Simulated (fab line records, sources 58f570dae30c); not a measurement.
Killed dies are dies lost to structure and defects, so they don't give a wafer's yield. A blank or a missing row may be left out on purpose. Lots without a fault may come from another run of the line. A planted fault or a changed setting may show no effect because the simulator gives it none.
Split-lot experiment | flow berkeley_cmos170 | 5 lots, 23 wafers read, on a route of 331 steps

THE SPLIT
At UCB170_M3_SPUTTER_01 (material Al, target thk 900 nm, time 120 s), the setting power_w was moved away from the recipe's 6000 W on 5 of the 23 wafers read, by -9.4% to -4.4%. The other wafers ran this setting at the recipe's value.

FROM THE SPLIT TO THE READING: what the file shows between them, 1 step
- UCB170_M3_RS_MEAS_02: measures by four-point-probe

THE READING
M3_AL_THK, in nm, at UCB170_M3_THK_MEAS_03 (measures by xrf). Fault-free wafers of this fab line usually give 927 nm, standard deviation 14 nm.

wafer  | tool, chamber at the split | power_w as run, W | against the recipe | M3_AL_THK, nm | against lot-mates on the recipe
L074.2 | pvd_sputter-04, -          | 6000              | recipe             | 927           | -
L074.3 | pvd_sputter-04, -          | 5734              | -4.4%              | 876           | -50
L074.4 | pvd_sputter-04, -          | 5734              | -4.4%              | 884           | -42
L074.5 | pvd_sputter-04, -          | 6000              | recipe             | 930           | -
L074.6 | pvd_sputter-04, -          | 6000              | recipe             | 920           | -
L075.2 | pvd_sputter-01, -          | 6000              | recipe             | 882           | -
L075.3 | pvd_sputter-01, -          | 6000              | recipe             | 900           | -
L075.4 | pvd_sputter-01, -          | 6000              | recipe             | 903           | -
L075.5 | pvd_sputter-01, -          | 6000              | recipe             | 909           | -
L075.6 | pvd_sputter-01, -          | 6000              | recipe             | 913           | -
L077.3 | pvd_sputter-02, -          | 6000              | recipe             | 916           | -
L077.4 | pvd_sputter-02, -          | 6000              | recipe             | 927           | -
L077.5 | pvd_sputter-02, -          | 6000              | recipe             | 929           | -
L080.1 | pvd_sputter-02, -          | 6000              | recipe             | 948           | -
L080.2 | pvd_sputter-02, -          | 6000              | recipe             | 938           | -
L080.3 | pvd_sputter-02, -          | 6000              | recipe             | 939           | -
L080.4 | pvd_sputter-02, -          | 6000              | recipe             | 936           | -
L080.5 | pvd_sputter-02, -          | 6000              | recipe             | 946           | -
L082.1 | pvd_sputter-04, -          | 5434              | -9.4%              | 827           | -94
L082.2 | pvd_sputter-04, -          | 6000              | recipe             | 916           | -
L082.3 | pvd_sputter-04, -          | 5434              | -9.4%              | 821           | -100
L082.5 | pvd_sputter-04, -          | 5434              | -9.4%              | 821           | -100
L082.6 | pvd_sputter-04, -          | 6000              | recipe             | 927           | -

THE FIT
A straight line over all 23 wafers: M3_AL_THK changes by +10.5 nm for each +1% of power_w; r = +0.92; the points scatter about the line by 15 nm.
The same after taking each lot's own level away (the mean of its wafers on the recipe; 23 wafers): +10.4 nm for each +1%; r = +0.98; scatter 6.7 nm.
On that fit, the largest move of power_w shifts the reading by 98 nm.
The lots' own levels span 901.4 to 941.4 nm, that is 2.9 times the standard deviation above.
So the lot-to-lot level changes the slope little: the two slopes agree.
Check: with one of the wafers moved furthest among these (-9.4%) left out of the fit, the line predicts -99.9 nm for it against its lot-mates. It came out at -94.5 nm against them.

OTHER SPLITS ON THESE WAFERS
These wafers also went through other splits before the reading. Each is held against what the fit with the lots' levels taken away leaves over:
other split on the same wafers | wafers away from the commonest value | r with M3_AL_THK (lot level and that fit taken away)
UCB170_M2_COAT_10 spin_rpm     | 7                                    | +0.05

THE WHOLE CHAIN: every reading that the file lists as answering this split, in the file's order
step                  | what it does                               | reading                                                                     | change (the file's fit)               | r (the file's)
UCB170_M3_SPUTTER_01  | material Al, target thk 900 nm, time 120 s | Al_of_M3_SPUTTER_01.thk_nm (the simulator's own value, which no gauge read) | +9.84 nm for each +1% of the setting  | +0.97
UCB170_M3_RS_MEAS_02  | measures by four-point-probe               | M3_AL_RS                                                                    | -0.000393 for each +1% of the setting | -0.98
UCB170_M3_THK_MEAS_03 | measures by xrf                            | M3_AL_THK                                                                   | +10.4 for each +1% of the setting     | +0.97

THE FILE'S OWN FIT
M3_AL_THK changes by +10.4 nm for each +1% of power_w, r = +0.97.
